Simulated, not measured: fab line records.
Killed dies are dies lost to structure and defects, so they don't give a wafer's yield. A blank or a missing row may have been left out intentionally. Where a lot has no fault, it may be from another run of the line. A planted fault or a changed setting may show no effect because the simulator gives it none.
A single fault, viewed from 2 desks | flow rit cmos | every desk sees just its own numbers, and what lay behind them comes last

== TOOL OWNER'S DESK, implanter-01 ==
For each lot that ran on this tool, the mean over its sampled wafers that have a number, from the tool's own readings at RIT_PSD_IMPLANT_08. A lot is out of limits, marked OUT, if its mean lies more than 4 standard deviations from the usual mean; the brackets give that distance.
Columns: A = beam energy keV at RIT_PSD_IMPLANT_08, usual 26.999
lot  | first seen here | A
L866 | day 4 14:02     | 26.999
L867 | day 4 17:46     | 27.007
L868 | day 4 20:16     | 26.994
L874 | day 6 01:22     | 27.007
L878 | day 6 14:36     | 25.105 (-99 or more) OUT
L879 | day 6 15:11     | 25.104 (-99 or more) OUT
Finding of this desk: L878, L879 out of limits; the first was L878 at day 6 14:36, on beam energy keV at RIT_PSD_IMPLANT_08. L866, L867, L868, L874 stayed within limits.

== AT THE METROLOGY DESK ==
Means of the sampled wafers that have a number, per lot and without regard to the tool the lot ran on: this is what the gauges read. A lot is out of limits, marked OUT, if its mean lies more than 4 standard deviations from the usual mean; the brackets give that distance.
Columns: A = PLDD_OVL at RIT_PLDD_OVL_MEAS_06, usual 0.8 nm; B = PSD_RS at RIT_SDANNEAL_RS_MEAS_04, usual 115.79 ohm/sq
lot  | first seen here | A    | B
L866 | day 4 07:58     | 2.7  | 115.63
L867 | day 4 11:52     | -1.7 | 115.63
L868 | day 4 14:33     | 0.3  | 115.98
L869 | day 4 20:20     | 2.9  | 115.84
L870 | day 4 20:31     | 1.0  | 115.38
L871 | day 5 14:31     | 0.5  | 115.55
L872 | day 5 14:45     | 0.1  | 115.95
L874 | day 5 19:21     | 0.1  | 115.58
L873 | day 5 22:28     | 2.6  | 115.78
L878 | day 6 07:57     | -0.8 | 120.43 (+18) OUT
L879 | day 6 08:17     | 2.2  | 120.27 (+17) OUT
L880 | day 6 18:29     | 0.2  | 115.66
L886 | day 7 12:25     | 1.3  | 115.41
L887 | day 7 19:50     | 1.6  | 115.47
This desk's finding: out of limits on L878, L879; first on L878, day 6 15:26 (PSD_RS at RIT_SDANNEAL_RS_MEAS_04). L866, L867, L868, L869, L870, L871, L872, L874, L873, L880, L886, L887 stayed within limits.

== PUT TOGETHER ==
At day 6 14:36, on L878, L879, the tool owner's desk was in a position to raise an alarm.
An alarm was possible from the metrology desk at day 6 15:26, on L878, L879.
All the named lots went through RIT_PSD_IMPLANT_08 on implanter-01.

== WHAT HAD BEEN PUT IN BY THE SIMULATOR ==
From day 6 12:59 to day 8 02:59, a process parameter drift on implanter-01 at RIT_PSD_IMPLANT_08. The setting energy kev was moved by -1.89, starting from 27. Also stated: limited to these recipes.
Struck lots among those shown: L878, L879.
Fault start to first reading out of limits, in hours, per desk: tool owner, 2; metrology, 2.
